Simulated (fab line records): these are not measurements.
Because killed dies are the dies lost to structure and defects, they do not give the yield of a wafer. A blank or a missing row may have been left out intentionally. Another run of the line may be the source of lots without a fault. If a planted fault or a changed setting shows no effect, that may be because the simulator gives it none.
Chamber matching || flow rit-cmos || 4 sister chambers for RIT_GATE_ETCH_19 on rie-si-01
The step etches poly-Si in SF6/CHF3/O2, stops on SiO2, time 165 s, target depth 312.5 nm. 4 wafers are shown with their chamber, then 7 later ones without.

== WAFERS WITH THEIR CHAMBER ==
{"wafer": "L322.6", "chamber": 0, "throttle-valve-pct (%)": 10.21}
{"wafer": "L324.6", "chamber": 2, "throttle-valve-pct (%)": 10.21}
{"wafer": "L328.2", "chamber": 1, "throttle-valve-pct (%)": 10.14}
{"wafer": "L328.4", "chamber": 3, "throttle-valve-pct (%)": 10.26}

== WAFERS MISSING THEIR CHAMBER ==
{"wafer": "L328.5", "throttle-valve-pct (%)": 10.12}
{"wafer": "L332.1", "throttle-valve-pct (%)": 10.24}
{"wafer": "L332.2", "throttle-valve-pct (%)": 10.14}
{"wafer": "L332.4", "throttle-valve-pct (%)": 10.22}
{"wafer": "L334.1", "throttle-valve-pct (%)": 10.20}
{"wafer": "L334.2", "throttle-valve-pct (%)": 10.26}
{"wafer": "L334.5", "throttle-valve-pct (%)": 10.24}

== WHICH CHAMBER EACH ONE RAN IN ==
{"wafer": "L328.5", "from the rows above": 1, "in truth": 1}
{"wafer": "L332.1", "from the rows above": "can't be placed: 3 or 0 or 2", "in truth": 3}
{"wafer": "L332.2", "from the rows above": 1, "in truth": 1}
{"wafer": "L332.4", "from the rows above": "can't be placed: 0 or 2", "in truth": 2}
{"wafer": "L334.1", "from the rows above": "can't be placed: 0 or 2", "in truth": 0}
{"wafer": "L334.2", "from the rows above": 3, "in truth": 3}
{"wafer": "L334.5", "from the rows above": "can't be placed: 3 or 0 or 2", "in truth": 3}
3 of 7 placed correctly. These rows do not allow placing 4 (true chamber among the candidates in 4). 0 placed wrongly.
How it was worked out, from the rows above alone: a wafer's distance from a chamber is the root of the sum, over the readings, of the square of ((its reading less the chamber's mean) divided by the reading's scatter). If the next closest chamber is less than 2 further off than the closest, the wafer can't be placed; otherwise it belongs to the closest. A chamber's mean is the mean of its shown wafers. The scatter: root of mean squared gap, hidden wafer to nearest shown wafer, with one shown wafer a chamber.
